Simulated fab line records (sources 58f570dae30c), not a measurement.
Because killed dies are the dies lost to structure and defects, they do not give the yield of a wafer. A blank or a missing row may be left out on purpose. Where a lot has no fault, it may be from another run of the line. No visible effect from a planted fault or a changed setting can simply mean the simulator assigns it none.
Which of the tools did it? -- flow berkeley cmos170 -- 14 lots with 42 wafers sampled at 6 steps, on a route of 331 steps

WHAT EACH GAUGE READ, for each wafer
UCB170_PWELL_OVL_MEAS_13.
lot,measured,on,PWELL_OVL (nm)
L601,day 3 06:17,overlay-02,3 7 -1
L602,day 3 06:20,overlay-01,-10 -9 -4
L603,day 3 14:09,overlay-02,-6 -1 5
L606,day 4 03:47,overlay-02,5 4 0
L608,day 4 11:56,overlay-02,-2 -1 1
L609,day 4 12:13,overlay-01,8 -1 1
L613,day 5 18:09,overlay-02,-4 -12 -7
L614,day 5 18:25,overlay-02,1 1 5
L615,day 5 20:22,overlay-01,4 6 1
L619,day 6 21:09,overlay-01,-1 1 8
L620,day 7 09:11,overlay-01,7 -7 6
L622,day 7 15:29,overlay-02,-4 0 -4
L624,day 7 15:45,overlay-01,-14 -3 -13
L623,day 8 03:46,overlay-02,-5 13 -2

UCB170_ACTIVE_CD_MEAS_90: target cd 1200 nm.
lot,measured,on,cd nm (nm)
L601,day 4 08:20,cd sem-01,1201.4 1199.9 1198.2
L602,day 4 08:31,cd sem-01,1199.0 1199.4 1198.9
L603,day 4 23:43,cd sem-01,1198.2 1198.5 1198.4
L606,day 5 08:53,cd sem-02,1201.2 1201.2 1201.2
L608,day 5 16:19,cd sem-01,1201.2 1199.4 1198.7
L609,day 5 16:10,cd sem-02,1200.8 1201.0 1200.7
L613,day 7 00:57,cd sem-02,1198.0 1199.0 1199.4
L614,day 7 01:08,cd sem-01,1202.3 1201.3 1202.0
L615,day 7 00:28,cd sem-01,1201.0 1199.5 1198.4
L619,day 7 17:16,cd sem-01,1198.0 1199.0 1197.7
L620,day 8 14:46,cd sem-02,1200.9 1201.9 1201.8
L622,day 8 20:01,cd sem-01,1200.7 1200.9 1199.1
L624,day 8 19:43,cd sem-01,1199.1 1198.7 1200.1
L623,day 9 15:43,cd sem-01,1199.6 1201.0 1201.3

UCB170_PVT_TW_MEAS_09.
lot,measured,on,PVT_TW
L601,day 5 18:08,film metro-01,511.7 509.5 512.5
L602,day 5 18:26,film metro-03,508.3 506.3 508.5
L603,day 6 14:59,film metro-04,509.6 510.9 509.8
L606,day 6 21:45,film metro-03,30.1 30.0 30.0
L608,day 7 00:17,film metro-03,30.0 30.0 30.0
L609,day 7 00:35,film metro-03,507.9 509.0 508.1
L613,day 8 05:04,film metro-01,506.1 505.5 503.8
L614,day 8 04:47,film metro-04,506.9 505.1 503.9
L615,day 8 05:19,film metro-03,506.7 509.7 506.4
L619,day 9 06:14,film metro-01,507.3 505.6 504.1
L620,day 10 14:37,film metro-04,510.7 507.6 509.7
L622,day 10 18:11,film metro-04,511.7 511.9 511.4
L624,day 10 14:38,film metro-01,508.2 511.1 510.2
L623,day 11 03:39,film metro-03,506.9 506.3 507.5

TOOL THAT RAN EACH LOT (tool first, then ch and the chambers of the sampled wafers, then the start)
lot,UCB170_PWELL_ETCH_14,UCB170_NVT_STRIP_08,UCB170_PVT_STRIP_08
L601,"rie diel-04 ch 0,1,2, day 3 06:19","plasma asher-02 ch 0, day 5 15:14","plasma asher-03 ch 0,1, day 5 18:02"
L602,"rie diel-02 ch 0,1,3, day 3 06:22","plasma asher-01 ch 0,1, day 5 15:36","plasma asher-01 ch 0,1, day 5 18:20"
L603,"rie diel-04 ch 1,3, day 3 14:11","plasma asher-03 ch 0,1, day 6 12:57","plasma asher-03 ch 0,1, day 6 14:53"
L606,"rie diel-03 ch 0,1,2, day 4 03:49","plasma asher-02 ch 0,1, day 6 17:04","plasma asher-01 ch 0,1, day 6 21:38"
L608,"rie diel-02 ch 1,2, day 4 11:58","plasma asher-01 ch 0,1, day 6 21:07","plasma asher-04 ch 0,1, day 7 00:11"
L609,"rie diel-03 ch 0,1,2, day 4 12:14","plasma asher-02 ch 0,1, day 6 21:25","plasma asher-03 ch 0,1, day 7 00:30"
L613,"rie diel-04 ch 0,1,2, day 5 18:10","plasma asher-03 ch 0,1, day 8 03:29","plasma asher-04 ch 0,1, day 8 04:58"
L614,"rie diel-03 ch 0,2, day 5 18:26","plasma asher-01 ch 0,1, day 8 03:13","plasma asher-03 ch 0,1, day 8 04:41"
L615,"rie diel-03 ch 0,1,3, day 5 20:24","plasma asher-02 ch 0,1, day 8 03:41","plasma asher-01 ch 0,1, day 8 05:13"
L619,"rie diel-02 ch 0,1,2, day 6 21:11","plasma asher-02 ch 0,1, day 9 04:39","plasma asher-03 ch 0,1, day 9 06:08"
L620,"rie diel-02 ch 1,2, day 7 09:11","plasma asher-03 ch 0,1, day 10 11:06","plasma asher-04 ch 0,1, day 10 14:31"
L622,"rie diel-04 ch 0,1,3, day 7 15:30","plasma asher-02 ch 0,1, day 10 15:11","plasma asher-03 ch 0,1, day 10 18:04"
L624,"rie diel-03 ch 0,1,3, day 7 15:47","plasma asher-02 ch 0,1, day 10 10:55","plasma asher-03 ch 1, day 10 14:31"
L623,"rie diel-02 ch 0,2, day 8 03:48","plasma asher-02 ch 0,1, day 10 23:45","plasma asher-01 ch 0,1, day 11 03:33"
- UCB170_PWELL_ETCH_14: etches Si3N4 in CH3F/Ar/O2, stops on SiO2, target depth 242 nm, time 151 s.
- UCB170_NVT_STRIP_08: strips in O2.
- UCB170_PVT_STRIP_08: strips in O2.

WHAT THE TOOLS THEMSELVES READ (means of the sampled wafers that have a number; where no wafer has one, the mark that the record gives instead)
UCB170_PWELL_ETCH_14.
lot,tool,CH3F_flow_sccm (sccm),chamber pressure mTorr (mTorr),drypump motor current A (A),oes product au (a.u.),throttle valve pct (%)
L601,rie diel-04,20.01,49.99,5.7,0.950,8.09
L602,rie diel-02,19.99,50.01,6.0,0.943,8.14
L603,rie diel-04,19.94,50.01,6.0,0.935,8.04
L606,rie diel-03,20.00,50.01,5.9,0.952,8.00
L608,rie diel-02,19.96,49.98,5.2,0.944,8.13
L609,rie diel-03,19.98,50.03,5.9,0.944,8.00
L613,rie diel-04,20.04,50.01,5.7,0.954,8.10
L614,rie diel-03,20.01,49.98,5.9,0.949,7.96
L615,rie diel-03,20.00,50.04,5.8,0.957,8.15
L619,rie diel-02,19.99,49.97,5.6,0.946,8.06
L620,rie diel-02,19.94,50.03,5.1,0.948,8.14
L622,rie diel-04,19.95,49.98,5.8,0.953,8.11
L624,rie diel-03,19.95,50.00,5.8,0.958,8.16
L623,rie diel-02,19.95,50.00,6.2,0.947,7.99

UCB170_NVT_STRIP_08.
lot,tool,chamber pressure mTorr (mTorr),drypump motor current A (A),oes product au (a.u.),strip time to endpoint s (s)
L601,plasma asher-02,3502,5.7,0.731,21.60
L602,plasma asher-01,3498,5.8,0.734,21.58
L603,plasma asher-03,3505,5.4,0.735,21.67
L606,plasma asher-02,-,-,-,-
L608,plasma asher-01,-,-,-,-
L609,plasma asher-02,3499,6.0,0.733,21.64
L613,plasma asher-03,3497,5.4,0.731,21.60
L614,plasma asher-01,3500,6.2,0.735,21.60
L615,plasma asher-02,3498,5.8,0.736,21.73
L619,plasma asher-02,3500,6.0,0.739,21.67
L620,plasma asher-03,3498,5.4,0.738,21.64
L622,plasma asher-02,3499,5.8,0.732,21.74
L624,plasma asher-02,3497,6.0,0.738,21.59
L623,plasma asher-02,3503,5.9,0.731,21.67

UCB170_PVT_STRIP_08.
lot,tool,chamber pressure mTorr (mTorr),drypump motor current A (A),oes product au (a.u.),strip time to endpoint s (s)
L601,plasma asher-03,3500,5.4,0.734,21.62
L602,plasma asher-01,3501,5.8,0.738,21.63
L603,plasma asher-03,3500,5.4,0.735,21.67
L606,plasma asher-01,3500,5.8,0.740,47.98
L608,plasma asher-04,3498,5.9,0.740,47.99
L609,plasma asher-03,3501,5.4,0.734,21.63
L613,plasma asher-04,3497,6.1,0.733,21.69
L614,plasma asher-03,3501,5.5,0.737,21.50
L615,plasma asher-01,3502,6.2,0.735,21.66
L619,plasma asher-03,3499,5.4,0.733,21.58
L620,plasma asher-04,3500,6.1,0.732,21.62
L622,plasma asher-03,3501,5.4,0.729,21.67
L624,plasma asher-03,3500,5.4,0.730,21.61
L623,plasma asher-01,3498,5.8,0.734,21.64

THE ANSWER, worked out from the rows above alone
Rule: the usual values come from the lots themselves. The widest of any qualifying gaps counts: lots, ordered by their means at a reading, are off when they make up no more than a third of the lots, leave a main group of 4 or more, and stand apart from it by 3 or more times the standard deviation of that group's means. Not used: any main group whose means are identical at the precision the tables above print for the reading. A lot without any number at a reading at which 4 lots or more have one is off too. The other lots that the step has rows for count as sound. After the gauges, taken in route order, come the tools' own readings; for these a lot's mean is taken, as printed above. The first step at which some lot is off is used, and at that step the reading that is off furthest; a lot without a number counts as furthest.
Off: L606, L608, at UCB170_PVT_TW_MEAS_09 (PVT_TW). For the main group the mean is 508.2 and the standard deviation 2.1.
A tool fits if, at a process step before that reading, it ran every lot that is off, and no sound lot after the first of them. The gauges at UCB170_PVT_TW_MEAS_09 aren't tried: what is off there is off at UCB170_NVT_STRIP_08 too, on other tools, and a gauge's error can't cause that. Of those tried, none fits.

WHAT HAD BEEN PUT IN BY THE SIMULATOR
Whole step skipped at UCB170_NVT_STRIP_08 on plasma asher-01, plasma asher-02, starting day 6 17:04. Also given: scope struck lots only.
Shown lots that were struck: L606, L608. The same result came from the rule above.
